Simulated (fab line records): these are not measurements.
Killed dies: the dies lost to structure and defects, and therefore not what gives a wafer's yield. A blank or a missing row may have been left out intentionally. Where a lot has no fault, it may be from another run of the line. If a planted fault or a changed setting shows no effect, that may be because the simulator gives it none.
The same fault as seen by 2 desks    flow rit cmos    each desk has only its own numbers; what lay behind them comes last

## THE METROLOGY DESK
What the gauges read, lot by lot, whatever tool the lot ran on: means of the sampled wafers that have a number. If a lot's mean is further than 4 standard deviations from the usual mean, the lot is out of limits and carries the mark OUT (the distance appears in the brackets).
Columns: A = GATE_OVL at RIT_GATE_OVL_MEAS_17, usual -1.6 nm; B = PSD_RS at RIT_SDANNEAL_RS_MEAS_04, usual 115.79 ohm/sq; C = PLDD_RS at RIT_SDANNEAL_RS_MEAS_06, usual 178.5 ohm/sq
lot   first seen here  A     B                 C
L152  day 2 23:10      -1.8  115.72            178.5
L153  day 3 04:05      -1.1  115.99            178.5
L154  day 3 21:11      -1.1  115.63            177.9
L155  day 4 05:37      -2.7  115.63            178.2
L156  day 4 05:52      -1.0  115.98            178.2
L157  day 4 09:15      -2.1  115.84            179.1
L158  day 4 12:17      -2.8  115.38            178.6
L159  day 5 04:28      -1.5  115.55            178.2
L160  day 5 04:43      -1.0  115.95            178.7
L163  day 5 15:07      -2.7  115.80            178.5
L169  day 6 10:59      -0.0  127.63 (+46) OUT  190.6 (+27) OUT
L168  day 6 11:11      -1.3  115.66            178.4
L171  day 6 14:52      -3.5  128.13 (+47) OUT  191.4 (+29) OUT
L172  day 7 00:00      0.2   128.24 (+48) OUT  190.9 (+28) OUT
L175  day 7 13:52      -2.8  115.47            178.5
This desk reports L169, L171, L172 out of limits; the earliest was L169 at day 7 00:46 (PSD_RS at RIT_SDANNEAL_RS_MEAS_04). L152, L153, L154, L155, L156, L157, L158, L159, L160, L163, L168, L175 stayed within limits.

## TOOL OWNER'S DESK, rtp anneal-02
The tool's own readings at RIT_SDANNEAL_RTA_03 (time 5 s): means of the sampled wafers that have a number, for each lot that ran on this tool. If a lot's mean is further than 4 standard deviations from the usual mean, the lot is out of limits and carries the mark OUT (the distance appears in the brackets).
Columns: A = wafer_temp_C_max at RIT_SDANNEAL_RTA_03, usual 1053.6
lot   first seen here  A
L152  day 3 12:53      1053.7
L154  day 4 14:45      1053.3
L156  day 4 21:02      1054.2
L158  day 5 03:33      1054.1
L160  day 5 22:14      1053.7
L169  day 7 00:42      1054.3
L171  day 7 04:58      1054.1
L172  day 7 12:47      1053.4
This desk found nothing out of limits on any of the 8 lots.

## PUT TOGETHER
An alarm was possible from the metrology desk at day 7 00:46, on L169, L171, L172.
Nothing out of limits was seen by the tool owner's desk.
On record at the tool owner's desk: L169, L171, L172, within its limits.
RIT_SDANNEAL_RTA_03 was run on rtp anneal-02 by each of the lots named.

## WHAT WAS PUT IN BY THE SIMULATOR
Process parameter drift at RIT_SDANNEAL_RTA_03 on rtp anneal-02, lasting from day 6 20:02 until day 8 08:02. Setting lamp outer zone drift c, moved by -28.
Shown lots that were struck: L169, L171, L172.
Delay in hours, fault start to first out-of-limits reading, per desk: metrology desk 5.
